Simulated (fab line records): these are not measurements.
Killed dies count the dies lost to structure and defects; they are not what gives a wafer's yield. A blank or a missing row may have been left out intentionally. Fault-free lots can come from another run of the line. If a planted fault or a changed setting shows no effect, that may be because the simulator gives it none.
A lot that was struck, set against a sound lot | flow berkeley cmos170 | 16 steps out of a route of 331
Sound: wafers L401.1, L401.3, L401.4. The struck wafers were L407.2, L407.5, L407.6. Last of all comes the cause.
Per side, at each step with rows, come the tool, then ch with its chambers, and then its first start. Under that, the readings that differ: sound wafers | struck wafers | difference of the means | sigmas: that difference in standard deviations of wafers without a fault.
alike: a reading whose means differ by less than 2 such deviations, as well as words and numbers matching on both sides. not compared: withheld readings; readings where some wafer has no value; bounds like >300 that might hide an equal value; numbers whose values overlap and for which the record gives no deviation.
The two part at a step that has a row with sigmas, a row that says differs or no value, or rows on one side only. Numbers that have no deviation but don't overlap get no sigmas and don't part them. Lack of a reading on every wafer of one side parts them only where that side has two or more wafers.

first, 1 step without rows for these wafers: UCB170_PFIELD_IMPLANT_07.
UCB170_PFIELD_STRIP_08: strips in O2.
  sound on plasma asher-01 ch 0,1, day 5 11:10; struck on plasma asher-01 ch 0,1, day 5 20:10
  reading                      | sound             | struck            | difference | sigmas
  strip time to endpoint s (s) | 21.57 21.53 21.55 | 21.67 21.71 21.60 | +0.11      | +2
  alike: chamber pressure mTorr, drypump motor current A, oes product au
  not compared: rf hours counter h
UCB170_PFIELD_TW_MEAS_09:
  sound: film metro-01 at day 5 11:16; struck: film metro-03 at day 5 20:17
  alike: PFIELD_TW
then, 2 steps without rows for these wafers: UCB170_FIELD_CLEAN_00 (cleans in dHF, time 7.5 s); UCB170_FIELD_OXIDATION_01 (target thk 558.3 nm, ox time 7200 s).
UCB170_FIELD_THK_MEAS_02:
  sound: film metro-02 at day 5 17:22; struck: film metro-01 at day 6 06:05
  alike: FIELD_OXIDE_THK
then, 4 steps without rows for these wafers: UCB170_FIELD_ANNEAL_03 (time 1200 s); UCB170_FIELD_WET_ETCH_04 (etches SiO2 in dHF, time 60 s); UCB170_FIELD_WET_ETCH_05 (etches Si3N4 in H3PO4, time 12600 s); UCB170_FIELD_WET_ETCH_06 (etches SiO2 in BOE, time 22 s).
UCB170_FIELD_THK_MEAS_90:
  sound: film metro-01 at day 6 03:20; struck: film metro-01 at day 6 16:10
  alike: FIELD_OXIDE_LEFT_1_THK
then, 1 step without rows for these wafers: UCB170_SACOX_CLEAN_00 (cleans in dHF, time 7.5 s).
UCB170_SACOX_OXIDATION_01: target thk 14.4 nm, ox time 2400 s.
  sound on furnace-04 ch 0, day 6 08:49; struck on furnace-04 ch 0, day 6 22:58
UCB170_SACOX_THK_MEAS_02:
  sound: film metro-03 at day 6 10:29; struck: film metro-02 at day 7 01:00
  reading              | sound          | struck         | difference | sigmas
  SACOX_OXIDE_THK (nm) | 14.3 14.5 14.6 | 22.2 21.8 21.9 | +7.5       | +23
then, 1 step without rows for these wafers: UCB170_SCREENOX_WET_ETCH_00 (etches SiO2 in dHF, time 200 s).
-- the record jumps here: 3 days lie between the struck wafers' starts before and after (it left off in module SCREENOX and takes up again in module M3, whose first step shown is number 331 of the route) --
UCB170_M3_PROBE_99:
  record: rows for the struck wafers here (prober-02, day 10 09:25), none for the sound ones

WHERE THEY PART
Last at UCB170_M3_PROBE_99 as far as this record goes, first at UCB170_PFIELD_STRIP_08.

WHY: whatever the simulator had introduced
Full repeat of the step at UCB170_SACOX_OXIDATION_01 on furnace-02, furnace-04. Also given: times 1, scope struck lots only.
